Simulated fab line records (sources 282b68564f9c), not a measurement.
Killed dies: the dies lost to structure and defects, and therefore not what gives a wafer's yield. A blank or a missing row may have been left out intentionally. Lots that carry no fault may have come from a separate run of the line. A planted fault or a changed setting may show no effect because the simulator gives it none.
The same fault as seen by 2 desks | flow rit_cmos | only its own numbers are on each desk; what lay behind them is given at the end

## AT THE TOOL OWNER'S DESK: rtp_anneal-02
Per lot that ran on this tool, the mean of the sampled wafers carrying a number, from the tool's own readings at RIT_SDANNEAL_RTA_03 (time 5 s). Any lot whose mean is over 4 standard deviations away from the usual mean is out of limits and marked OUT; that distance is given in the brackets.
Columns: A = wafer_temp_C_max at RIT_SDANNEAL_RTA_03, usual 1053.5
lot  | first seen here | A
L694 | day 3 08:49     | 1054.7
L696 | day 3 18:04     | 1053.0
L698 | day 4 06:40     | 1054.1
L702 | day 5 03:23     | 1053.4
L706 | day 6 00:07     | 1053.2
L707 | day 6 07:02     | 1051.9
L712 | day 7 02:44     | 1054.4
L714 | day 7 16:31     | 1053.3
Result from this desk: across the 8 lots, nothing is out of limits.

## METROLOGY DESK
Means of the sampled wafers that have a number, per lot and without regard to the tool the lot ran on: this is what the gauges read. Any lot whose mean is over 4 standard deviations away from the usual mean is out of limits and marked OUT; that distance is given in the brackets.
Columns: A = PSD_RS at RIT_SDANNEAL_RS_MEAS_04, usual 115.9 ohm/sq; B = PLDD_RS at RIT_SDANNEAL_RS_MEAS_06, usual 178.6 ohm/sq
lot  | first seen here | A                | B
L693 | day 3 06:25     | 115.6            | 178.5
L694 | day 3 08:53     | 115.7            | 178.4
L695 | day 3 14:49     | 115.4            | 177.5
L696 | day 3 18:08     | 116.2            | 178.7
L697 | day 4 00:05     | 115.9            | 179.3
L698 | day 4 06:43     | 115.6            | 178.2
L701 | day 4 21:32     | 115.9            | 177.8
L702 | day 5 03:27     | 116.3            | 178.2
L703 | day 5 11:32     | 116.2            | 178.6
L705 | day 5 18:53     | 116.2            | 178.8
L706 | day 6 00:11     | 116.0            | 178.0
L707 | day 6 07:05     | 115.5            | 178.3
L712 | day 7 02:49     | 112.5 (-10) OUT  | 174.7 (-7.8) OUT
L714 | day 7 16:35     | 112.7 (-9.6) OUT | 175.4 (-6.3) OUT
Finding of this desk: L712, L714 out of limits, first seen on L712 at day 7 02:49 (PSD_RS at RIT_SDANNEAL_RS_MEAS_04). L693, L694, L695, L696, L697, L698, L701, L702, L703, L705, L706, L707: within limits.

## ALL TOGETHER
The metrology desk could have raised an alarm at day 7 02:49, on L712, L714.
Nothing out of limits was seen by the tool owner's desk.
The tool owner's desk has L712, L714 on record, within its limits.
On rtp_anneal-02, each named lot ran RIT_SDANNEAL_RTA_03.

## WHAT THE SIMULATOR PUT IN
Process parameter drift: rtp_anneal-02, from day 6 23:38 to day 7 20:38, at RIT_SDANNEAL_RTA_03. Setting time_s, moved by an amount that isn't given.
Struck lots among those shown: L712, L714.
Delay in hours, fault start to first out-of-limits reading, per desk: metrology desk 3.
